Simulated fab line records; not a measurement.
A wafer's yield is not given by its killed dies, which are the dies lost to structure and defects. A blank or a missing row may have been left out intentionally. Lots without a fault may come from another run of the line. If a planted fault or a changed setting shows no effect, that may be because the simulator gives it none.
The tool behind it: which one? / flow berkeleyCmos170 / 14 lots (42 wafers sampled), 1 step of a 331-step route

== WHAT THE GAUGES SHOWED, per wafer ==
UCB170_PLDD_CD_MEAS_06: target cd 1200 nm. Usual: cdNm reads 1199.7 nm (standard deviation 1.2).
lot=L360; measured=day 7 09:01; on=cdSem-01; cdNm (nm)=1199.5 1200.8 1200.7; flag=
lot=L362; measured=day 7 20:13; on=cdSem-02; cdNm (nm)=1198.8 1199.1 1198.9; flag=
lot=L361; measured=day 7 21:50; on=cdSem-02; cdNm (nm)=1198.7 1198.1 1197.3; flag=
lot=L364; measured=day 8 12:44; on=cdSem-01; cdNm (nm)=1196.9 1197.7 1197.9; flag=
lot=L363; measured=day 8 12:54; on=cdSem-01; cdNm (nm)=1200.1 1200.0 1198.8; flag=
lot=L367; measured=day 8 16:17; on=cdSem-02; cdNm (nm)=1199.8 1200.7 1200.8; flag=
lot=L368; measured=day 8 16:35; on=cdSem-01; cdNm (nm)=1201.5 1199.8 1199.0; flag=
lot=L366; measured=day 8 16:42; on=cdSem-01; cdNm (nm)=1199.3 1199.9 1200.9; flag=
lot=L365; measured=day 8 17:14; on=cdSem-01; cdNm (nm)=1199.3 1199.3 1199.8; flag=
lot=L369; measured=day 9 09:10; on=cdSem-01; cdNm (nm)=1200.5 1199.2 1200.5; flag=
lot=L376; measured=day 11 03:14; on=cdSem-01; cdNm (nm)=1199.1 1198.8 1198.1; flag=
lot=L380; measured=day 11 17:38; on=cdSem-01; cdNm (nm)=1198.7 1199.5 1199.8; flag=
lot=L382; measured=day 11 17:54; on=cdSem-01; cdNm (nm)=1201.8 1201.0 1200.3; flag=
lot=L383; measured=day 12 04:20; on=cdSem-01; cdNm (nm)=1198.6 1199.8 1198.1; flag=

== WHICH TOOL RAN EACH LOT (tool, then ch and the chambers of the sampled wafers, then the start) ==
Before these readings, the record contains no process step.

== WHAT THE TOOLS THEMSELVES READ (means of the sampled wafers that have a number; where no wafer has one, the mark that the record gives instead) ==
The record holds no such reading with a usual standard deviation.

== THE ANSWER, worked out from the rows above alone ==
Rule: take the mean of a lot's wafers that have a number; if it is more than 3 standard deviations from the usual mean, the lot is off. A lot without any number at a reading at which 4 lots or more have one is off too. The other lots that the step has rows for count as sound. The gauges are gone through in route order, then the tools' own readings, and for those a lot's mean is taken as printed above. The first step at which some lot is off is used, and at that step the reading that is off furthest; a lot without a number counts as furthest.
Across all readings shown, no lot is off: no conclusion can be drawn from this.

== WHAT THE SIMULATOR PUT IN ==
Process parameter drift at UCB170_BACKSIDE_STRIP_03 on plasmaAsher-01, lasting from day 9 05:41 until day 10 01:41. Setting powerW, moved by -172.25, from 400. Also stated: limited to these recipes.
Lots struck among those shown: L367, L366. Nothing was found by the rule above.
